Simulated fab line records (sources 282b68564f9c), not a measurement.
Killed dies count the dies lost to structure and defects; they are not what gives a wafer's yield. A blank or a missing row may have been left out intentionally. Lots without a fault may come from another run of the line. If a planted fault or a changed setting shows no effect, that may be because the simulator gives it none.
Comparing a struck lot with a sound one :: flow rit_cmos :: 44 steps out of a route of 202
Sound: these wafers, L865.1, L865.5, L865.6. Struck: wafers L868.1, L868.2, L868.6. The cause is named last.
Each step with rows lists, per side, the tool, then ch with its chambers, then its first start. Under that, the readings that differ: sound wafers :: struck wafers :: difference of the means :: sigmas: that difference in standard deviations of wafers without a fault.
alike: same words and numbers on both sides, and readings whose means sit less than 2 such deviations apart. not compared: any withheld reading, any reading some wafer has no value for, any bound like >300 that may hide the same value, and any number with overlapping values for which the record gives no deviation.
A row with sigmas, a row that says differs or no value, or rows on one side alone: a step with any of these is where the two part. When numbers do not overlap yet have no deviation, they are printed without sigmas and do not part them. A reading missing from all wafers of one side parts the sides only when that side holds two or more wafers.

first, 4 steps without rows for these wafers: RIT_PLDD_SOFTBAKE_02 (time 60 s); RIT_PLDD_EXPOSE_03 (exposes mask M8, target cd 40900 nm); RIT_PLDD_PEB_04; RIT_PLDD_DEVELOP_05 (develop time 50 s).
RIT_PLDD_OVL_MEAS_06:
  sound: overlay-02 at day 3 10:36; struck: overlay-02 at day 4 00:32
  alike: PLDD_OVL
then, 2 steps without rows for these wafers: RIT_PLDD_HARDBAKE_07 (time 60 s); RIT_PLDD_IMPLANT_08.
RIT_PLDD_STRIP_09: strips in O2, time 180 s.
  sound on plasma_asher-04 ch 0,1, day 3 10:56; struck on plasma_asher-04 ch 0,1, day 4 00:53
  alike: chamber_pressure_mTorr, drypump_motor_current_A
  not compared: rf_hours_counter_h
RIT_PLDD_TW_MEAS_10:
  sound: film_metro-01 at day 3 11:07; struck: film_metro-02 at day 4 01:03
  alike: PLDD_TW
then, 3 steps without rows for these wafers: RIT_SPACER_CLEAN_00 (cleans in SC1, time 600 s); RIT_SPACER_CLEAN_01 (cleans in dHF, time 30 s); RIT_SPACER_CLEAN_02 (cleans in SC2, time 600 s).
RIT_SPACER_CVD_03: deposits Si3N4 from SiH2Cl2/NH3, target thk 250 nm, time 3300 s.
  sound on lpcvd-01 ch 0, day 3 11:33; struck on lpcvd-01 ch 1, day 4 01:30
reading: model.Si3N4_of_SPACER_CVD_03.thk_nm (nm)
sound: 252.4 253 252.5
struck: 222.4 220.4 221.6
difference: -31.2
sigmas: 
RIT_SPACER_THK_MEAS_04:
  sound: film_metro-03 at day 3 13:28; struck: film_metro-04 at day 4 03:25
reading: SPACER_NITRIDE_THK (nm)
sound: 252.6 252.9 252.5
struck: 222.4 220.4 221.4
difference: -31.3
sigmas: -12
RIT_SPACER_ETCHBACK_05: etches Si3N4 in SF6/CHF3, stops on SiO2, target depth 250 nm, time 240 s.
  sound on rie_diel-03 ch 1,3, day 3 13:32; struck on rie_diel-02 ch 0,3, day 4 03:28
reading: oes_product_au (a.u.)
sound: 0.838 0.845 0.838
struck: 0.774 0.756 0.776
difference: -0.072
sigmas: -6

reading: model.etch.depth_nm (nm)
sound: 252.4 253 252.5
struck: 222.4 220.4 221.6
difference: -31.2
sigmas: 
  alike: chamber_pressure_mTorr, drypump_motor_current_A, throttle_valve_pct
  not compared: rf_hours_counter_h
then, 6 steps without rows for these wafers: RIT_NSD_HMDS_00 (prime time 60 s); RIT_NSD_COAT_01 (resist thk 1000 nm); RIT_NSD_SOFTBAKE_02 (time 60 s); RIT_NSD_EXPOSE_03 (exposes mask M9, target cd 40700 nm); RIT_NSD_PEB_04; RIT_NSD_DEVELOP_05 (develop time 50 s).
RIT_NSD_OVL_MEAS_06:
  sound: overlay-01 at day 3 14:32; struck: overlay-01 at day 4 04:28
reading: NSD_OVL (nm)
sound: -2.2 -1.2 -1.6
struck: 1.2 1.2 1.5
difference: +3.0
sigmas: +2
then, 2 steps without rows for these wafers: RIT_NSD_HARDBAKE_07 (time 60 s); RIT_NSD_IMPLANT_08.
RIT_NSD_STRIP_09: strips in O2, time 180 s.
  sound on plasma_asher-01 ch 0,1, day 3 14:52; struck on plasma_asher-01 ch 0,1, day 4 04:49
  alike: chamber_pressure_mTorr, drypump_motor_current_A
  not compared: rf_hours_counter_h
RIT_NSD_TW_MEAS_10:
  sound: film_metro-04 at day 3 15:02; struck: film_metro-04 at day 4 04:59
  alike: NSD_TW
then, 6 steps without rows for these wafers: RIT_PSD_HMDS_00 (prime time 60 s); RIT_PSD_COAT_01 (resist thk 1000 nm); RIT_PSD_SOFTBAKE_02 (time 60 s); RIT_PSD_EXPOSE_03 (exposes mask M10, target cd 40900 nm); RIT_PSD_PEB_04; RIT_PSD_DEVELOP_05 (develop time 50 s).
RIT_PSD_OVL_MEAS_06:
  sound: overlay-02 at day 3 15:57; struck: overlay-02 at day 4 05:53
  alike: PSD_OVL
then, 2 steps without rows for these wafers: RIT_PSD_HARDBAKE_07 (time 60 s); RIT_PSD_IMPLANT_08.
RIT_PSD_STRIP_09: strips in O2, time 180 s.
  sound on plasma_asher-01 ch 0,1, day 3 16:17; struck on plasma_asher-01 ch 0,1, day 4 06:14
  alike: chamber_pressure_mTorr, drypump_motor_current_A
  not compared: rf_hours_counter_h
RIT_PSD_TW_MEAS_10:
  sound: film_metro-04 at day 3 16:28; struck: film_metro-02 at day 4 06:24
  alike: PSD_TW
then, 3 steps without rows for these wafers: RIT_SDANNEAL_CLEAN_00 (cleans in SC1, time 600 s); RIT_SDANNEAL_CLEAN_01 (cleans in dHF, time 30 s); RIT_SDANNEAL_CLEAN_02 (cleans in SC2, time 600 s).
RIT_SDANNEAL_RTA_03: time 5 s.
  sound on rtp_anneal-01 ch 0, day 3 16:58; struck on rtp_anneal-02 ch 0, day 4 06:50
  alike: wafer_temp_C_max
RIT_SDANNEAL_RS_MEAS_04: a four-point-probe measurement.
  sound: film_metro-01 at day 3 17:01; struck: film_metro-04 at day 4 06:53
  alike: PSD_RS
RIT_SILICIDE_WET_ETCH_00: etches SiO2 in BOE, target depth 14 nm, time 15 s.
  sound on wet_bench-03 ch 0, day 3 17:29; struck on wet_bench-02 ch 2, day 4 07:22
reading: model.Si3N4_of_SPACER_CVD_03.thk_nm (nm)
sound: 196.4 196.1 195.6
struck: 175 171.7 174.6
difference: -22
sigmas: 
RIT_M1_PROBE_99:
  sound: prober-02 at day 4 00:34; struck: prober-02 at day 4 14:16
reading: model.etest.nmos_0p15.r_on_ohm_um
sound: 1149 1137 1160
struck: 1178 1284 1171
difference: +62
sigmas: 

reading: model.etest.nmos_0p3.r_on_ohm_um
sound: 2144 2118 2149
struck: 2191 2264 2169
difference: +71
sigmas: 

reading: model.etest.pwell_pinched.rs_ohm_sq
sound: 459.3 463.7 456.2
struck: 469.5 477.5 467.5
difference: +11.8
sigmas: 

reading: model.etest.nwell_pinched.rs_ohm_sq
sound: 342.2 345.1 346.7
struck: 350.6 361.4 351.1
difference: +9.7
sigmas: 
  alike: killed_at_contacts, killed_at_front_end, killed_dies, killed_open, killed_short
  not compared: model.etest.pmos_0p15.r_on_ohm_um, model.etest.pmos_turned.r_on_ohm_um, model.etest.nplus_sal.width_nm, model.etest.pplus_sal.width_nm

WHERE THEY PART
At RIT_SPACER_THK_MEAS_04 first; at RIT_NSD_OVL_MEAS_06 last (within this record only). Later steps at which nothing parts them and some readings are alike: RIT_NSD_STRIP_09, RIT_NSD_TW_MEAS_10, RIT_PSD_OVL_MEAS_06, RIT_PSD_STRIP_09, RIT_PSD_TW_MEAS_10, RIT_SDANNEAL_RTA_03, RIT_SDANNEAL_RS_MEAS_04, RIT_M1_PROBE_99.

WHY: what the simulator had put in
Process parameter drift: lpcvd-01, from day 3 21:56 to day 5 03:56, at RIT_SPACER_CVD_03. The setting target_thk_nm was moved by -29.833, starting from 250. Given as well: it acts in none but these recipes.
